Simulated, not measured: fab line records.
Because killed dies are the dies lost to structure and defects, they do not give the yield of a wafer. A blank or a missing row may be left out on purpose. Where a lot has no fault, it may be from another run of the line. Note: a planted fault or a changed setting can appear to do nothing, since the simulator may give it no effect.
Lot-split experiment	flow berkeley cmos170	on a route of 331 steps: 5 lots, 23 wafers read

== THE SPLIT ITSELF ==
At UCB170_V1_CMP_02 (polishes SiO2), the setting leave above ref nm was moved away from the recipe's 1000 nm on 8 of the 23 wafers read, by -6.9% to +6.3%. This setting was run at the recipe's value on the other wafers.

Between the split and the reading, the file records no step.

== THE READING ==
V1_POLISHED_THK in nanometres, read at UCB170_V1_THK_MEAS_04. Fault-free wafers of this fab line usually give 1000.0 nm, standard deviation 1.1 nm.

wafer	tool, chamber at the split	leave above ref nm as run, nm	against the recipe	V1_POLISHED_THK, nm	against lot-mates on the recipe
L074.1	cmp-01, 0	1000	recipe	998.9	-
L074.3	cmp-01, 1,0	1063	+6.3%	1062.8	+64.5
L074.4	cmp-01, 3	1063	+6.3%	1060.1	+61.8
L074.5	cmp-01, 1	1000	recipe	997.8	-
L074.6	cmp-01, 1,0	1063	+6.3%	1061.4	+63.1
L076.1	cmp-01, 0	930.7	-6.9%	930.8	-70.2
L076.2	cmp-01, 2	930.7	-6.9%	931.7	-69.3
L076.3	cmp-01, 3	1000	recipe	1001.1	-
L076.5	cmp-01, 2	1000	recipe	1000.9	-
L076.6	cmp-01, 1	930.7	-6.9%	931.0	-70.0
L077.2	cmp-01, 2	1000	recipe	999.5	-
L077.3	cmp-01, 0,1	1000	recipe	998.8	-
L077.4	cmp-01, 0,1	1000	recipe	998.9	-
L077.5	cmp-01, 3	1000	recipe	999.5	-
L077.6	cmp-01, 0	1000	recipe	999.9	-
L084.2	cmp-02, 1	1000	recipe	999.0	-
L084.3	cmp-02, 0,1	1000	recipe	1001.9	-
L084.4	cmp-02, 2	975.2	-2.5%	975.8	-24.8
L084.5	cmp-02, 0	975.2	-2.5%	975.9	-24.7
L084.6	cmp-02, 0,1	1000	recipe	1000.8	-
L085.3	cmp-02, 1	1000	recipe	999.3	-
L085.4	cmp-02, 0	1000	recipe	1001.0	-
L085.6	cmp-02, 2	1000	recipe	999.4	-
Where a row lists several chambers, the file gives one row for several wafers and doesn't say which wafer went through which chamber.

THE FIT
A straight line over all 23 wafers: V1_POLISHED_THK changes by +9.84 nm for each +1% of leave above ref nm; r = +1.00; the points scatter about the line by 1 nm.
The same after taking each lot's own level away (the mean of its wafers on the recipe; 23 wafers): +10 nm for each +1%; r = +1.00; scatter 0.76 nm.
Per that fit: largest leave above ref nm move, reading shift of 70 nm.
The lots' own levels span 998.35 to 1001.00 nm, that is 2.4 times the standard deviation above.
Consequently the slope shifts little with the lot-to-lot level, the two slopes agreeing.
Check: for one of the wafers moved furthest among these (-6.9%), held out of the fit, the line's prediction against its lot-mates is -69.5 nm. It came out at -70.2 nm against them.

== THE WHOLE CHAIN: every reading that the file lists as answering this split, in the file's order ==
step	what it does	reading	change (the file's fit)	r (the file's)
UCB170_V1_CMP_02	polishes SiO2	SiO2_of_V1_CVD_00.thk nm (the simulator's own value, which no gauge read)	+10 nm for each +1% of the setting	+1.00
UCB170_V1_THK_MEAS_04		V1_POLISHED_THK	+10 for each +1% of the setting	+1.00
UCB170_V1_ETCH_14	etches SiO2 in CHF3/CF4/Ar, stops on Al, target depth 1250 nm, time 291 s	etch.depth nm (the simulator's own value, which no gauge read)	+10 nm for each +1% of the setting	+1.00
UCB170_V1_ETCH_14	etches SiO2 in CHF3/CF4/Ar, stops on Al, target depth 1250 nm, time 291 s	V1.feature depth nm (the simulator's own value, which no gauge read)	+10 nm for each +1% of the setting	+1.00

== THE FILE'S OWN FIT ==
V1_POLISHED_THK changes by +10 nm for each +1% of leave above ref nm, r = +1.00.
